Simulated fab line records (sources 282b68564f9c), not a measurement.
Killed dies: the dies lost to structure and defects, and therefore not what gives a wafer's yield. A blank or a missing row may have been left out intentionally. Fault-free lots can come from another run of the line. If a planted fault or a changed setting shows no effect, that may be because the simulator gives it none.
Matching of chambers -- flow rit_cmos -- 4 sister chambers for RIT_GATE_ETCH_19 on rie_si-02
The step etches poly-Si in SF6/CHF3/O2, stops on SiO2, time 165 s, target depth 312.5 nm. 4 wafers are shown with their chamber, then 7 later ones without.

WAFERS WITH THEIR CHAMBER
wafer,chamber,drypump_motor_current_A (A)
L732.6,3,5.7
L734.1,2,6.7
L738.3,1,4.9
L738.5,0,5.6

WAFERS WITHOUT THEIR CHAMBER
wafer,drypump_motor_current_A (A)
L740.2,5.0
L740.4,5.7
L740.5,6.7
L748.1,6.7
L748.6,4.9
L750.1,6.7
L750.4,4.9

CHAMBER TAKEN BY EACH
wafer,from the rows above,in truth
L740.2,1,1
L740.4,3,3
L740.5,2,2
L748.1,2,2
L748.6,1,1
L750.1,2,2
L750.4,1,1
Correctly placed: 7 of 7. From these rows, 0 cannot be placed. Wrongly placed: 0.
How it was worked out, from the rows above alone: a wafer's distance from a chamber is the root of the sum, over the readings, of the square of ((its reading less the chamber's mean) divided by the reading's scatter). The wafer belongs to the nearest chamber; if the next one is less than 2 further off, it can't be placed. A chamber's mean is the mean of its shown wafers. The scatter (one wafer shown for each chamber): square how far every hidden wafer sits from the nearest shown wafer, average those squares and take the square root.
